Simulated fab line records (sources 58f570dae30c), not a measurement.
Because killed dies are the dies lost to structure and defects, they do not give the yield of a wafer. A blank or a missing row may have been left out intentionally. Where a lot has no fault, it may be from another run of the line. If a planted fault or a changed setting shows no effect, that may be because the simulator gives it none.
A single fault, viewed from 2 desks -- flow berkeley cmos170 -- each desk has only its own numbers; what lay behind them comes last

== FROM THE METROLOGY DESK ==
Means of the sampled wafers that have a number, per lot and without regard to the tool the lot ran on: this is what the gauges read. Marked OUT: a lot whose mean sits more than 4 standard deviations from the usual mean, which makes it out of limits; the brackets give that distance.
Columns: A = PSD_RS at UCB170_SDANNEAL_RS_MEAS_02, usual 75.5 ohm/sq; B = NSD_RS at UCB170_SDANNEAL_RS_MEAS_03, usual 37.24 ohm/sq; C = PLDD_RS at UCB170_SDANNEAL_RS_MEAS_04, usual 1031.5 ohm/sq; D = NLDD_RS at UCB170_SDANNEAL_RS_MEAS_05, usual 615.7 ohm/sq
lot,first seen here,A,B,C,D
L674,day 8 10:55,75.1,37.21,1033.0,615.1
L677,day 8 18:34,75.1,37.22,1031.9,614.6
L675,day 8 19:19,75.5,37.19,1029.6,615.7
L676,day 8 19:52,75.6,37.35,1033.2,617.8
L681,day 9 05:01,75.4,37.22,1029.1,615.5
L678,day 9 05:13,75.7,37.28,1036.1,615.8
L679,day 9 05:40,75.6,37.19,1029.8,614.9
L680,day 9 05:50,75.4,37.22,1030.2,615.1
L682,day 9 17:52,75.7,37.25,1030.8,614.1
L684,day 10 03:55,56.5 (-63) OUT,31.29 (-93) OUT,965.0 (-27) OUT,609.5 (-4.1) OUT
L685,day 10 04:16,56.5 (-63) OUT,31.33 (-92) OUT,970.2 (-25) OUT,611.7
L687,day 10 19:52,56.6 (-63) OUT,31.31 (-93) OUT,968.7 (-25) OUT,609.4 (-4.2) OUT
L688,day 10 20:08,56.9 (-62) OUT,31.28 (-93) OUT,969.4 (-25) OUT,608.6 (-4.8) OUT
L692,day 11 18:59,75.1,37.26,1029.1,616.5
L694,day 12 14:52,75.6,37.32,1027.8,613.6
L696,day 13 07:56,75.5,37.25,1032.7,615.3
This desk's finding: out of limits on L684, L685, L687, L688; first on L684, day 10 03:55 (PSD_RS at UCB170_SDANNEAL_RS_MEAS_02). L674, L677, L675, L676, L681, L678, L679, L680, L682, L692, L694, L696 stayed within limits.

== FOR THE TOOL OWNER'S DESK: rtp anneal-02 ==
At UCB170_SDANNEAL_RTA_01 (time 5 s), the tool's own readings, given per lot that ran on this tool as the mean of the sampled wafers with a number. Marked OUT: a lot whose mean sits more than 4 standard deviations from the usual mean, which makes it out of limits; the brackets give that distance.
Columns: A = lamp power pct at UCB170_SDANNEAL_RTA_01, usual 34.0 %; B = wafer_temp_C_max at UCB170_SDANNEAL_RTA_01, usual 1055.4
lot,first seen here,A,B
L674,day 8 10:51,33.3,1056.1
L675,day 8 19:15,33.3,1055.5
L676,day 8 19:48,33.3,1055.3
L681,day 9 04:57,33.3,1055.2
L679,day 9 05:35,33.3,1055.6
L682,day 9 17:48,33.3,1056.8
L684,day 10 03:50,33.3,1056.9
L685,day 10 04:12,33.3,1056.4
L687,day 10 19:47,33.3,1055.4
L688,day 10 20:04,33.3,1055.5
L696,day 13 07:53,33.3,1056.6
Finding of this desk: none of the 11 lots has anything out of limits.

== BROUGHT TOGETHER ==
On L684, L685, L687, L688, the metrology desk was in a position to raise an alarm at day 10 03:55.
Nothing out of limits was seen by the tool owner's desk.
On record at the tool owner's desk: L684, L685, L687, L688, within its limits.
Every lot named ran UCB170_SDANNEAL_RTA_01 on rtp anneal-02.

== WHAT THE SIMULATOR HAD INSERTED ==
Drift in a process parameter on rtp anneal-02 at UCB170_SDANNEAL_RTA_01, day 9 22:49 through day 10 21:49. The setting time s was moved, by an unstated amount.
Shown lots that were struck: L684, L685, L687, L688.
Hours from the fault's start to each desk's first reading out of limits: the metrology desk, 5.
